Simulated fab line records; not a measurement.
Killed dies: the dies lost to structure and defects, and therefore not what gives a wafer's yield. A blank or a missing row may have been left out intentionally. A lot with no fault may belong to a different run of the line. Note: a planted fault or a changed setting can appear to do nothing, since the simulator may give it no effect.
Which of the tools did it? / flow rit_cmos / 21 wafers from 7 lots sampled at 2 of the route's 202 steps

WHAT THE GAUGES READ, wafer by wafer
RIT_GATE_CD_MEAS_16: the cd target is 150 nm.
lot=L920; measured=day 2 17:01; on=cd_sem-01; cd_nm (nm)=149.5 151.5 147.3
lot=L924; measured=day 3 18:05; on=cd_sem-01; cd_nm (nm)=148.6 148.8 149.0
lot=L926; measured=day 3 23:48; on=cd_sem-02; cd_nm (nm)=151.8 154.4 152.4
lot=L928; measured=day 4 09:03; on=cd_sem-02; cd_nm (nm)=143.3 149.2 150.3
lot=L931; measured=day 5 00:49; on=cd_sem-01; cd_nm (nm)=147.6 149.0 148.3
lot=L940; measured=day 6 22:17; on=cd_sem-02; cd_nm (nm)=144.9 147.4 145.3
lot=L942; measured=day 7 10:12; on=cd_sem-02; cd_nm (nm)=154.5 155.2 153.5

TOOL THAT RAN EACH LOT (tool first, then ch and the chambers of the sampled wafers, then the start)
lot=L920; RIT_ACTIVE_STRIP_14=plasma_asher-01 ch 0,1, day 1 20:00
lot=L924; RIT_ACTIVE_STRIP_14=plasma_asher-01 ch 0,1, day 2 15:58
lot=L926; RIT_ACTIVE_STRIP_14=plasma_asher-02 ch 0,1, day 3 02:13
lot=L928; RIT_ACTIVE_STRIP_14=plasma_asher-03 ch 0,1, day 3 12:01
lot=L931; RIT_ACTIVE_STRIP_14=plasma_asher-01 ch 0,1, day 4 03:22
lot=L940; RIT_ACTIVE_STRIP_14=plasma_asher-02 ch 0,1, day 5 23:54
lot=L942; RIT_ACTIVE_STRIP_14=plasma_asher-02 ch 0,1, day 6 11:20
- RIT_ACTIVE_STRIP_14: strips in O2, time 180 s.

THE ANSWER, worked out from the rows above alone
Rule: what is usual is taken from the lots themselves. Put in order of their means at a reading, lots are off if they are a third of the lots or fewer, leave a main group of 4 or more, and stand apart from it by a gap of 3 or more times the standard deviation of the main group's means; of several such gaps the widest counts. The tables above print the reading to a certain number of digits; a main group whose means all agree to those digits is not used. Also off: a lot with no number at a reading for which 4 or more lots have one. The other lots that the step has rows for count as sound.
Across all readings shown, no lot is off: no conclusion can be drawn from this.

WHAT HAD BEEN PUT IN BY THE SIMULATOR
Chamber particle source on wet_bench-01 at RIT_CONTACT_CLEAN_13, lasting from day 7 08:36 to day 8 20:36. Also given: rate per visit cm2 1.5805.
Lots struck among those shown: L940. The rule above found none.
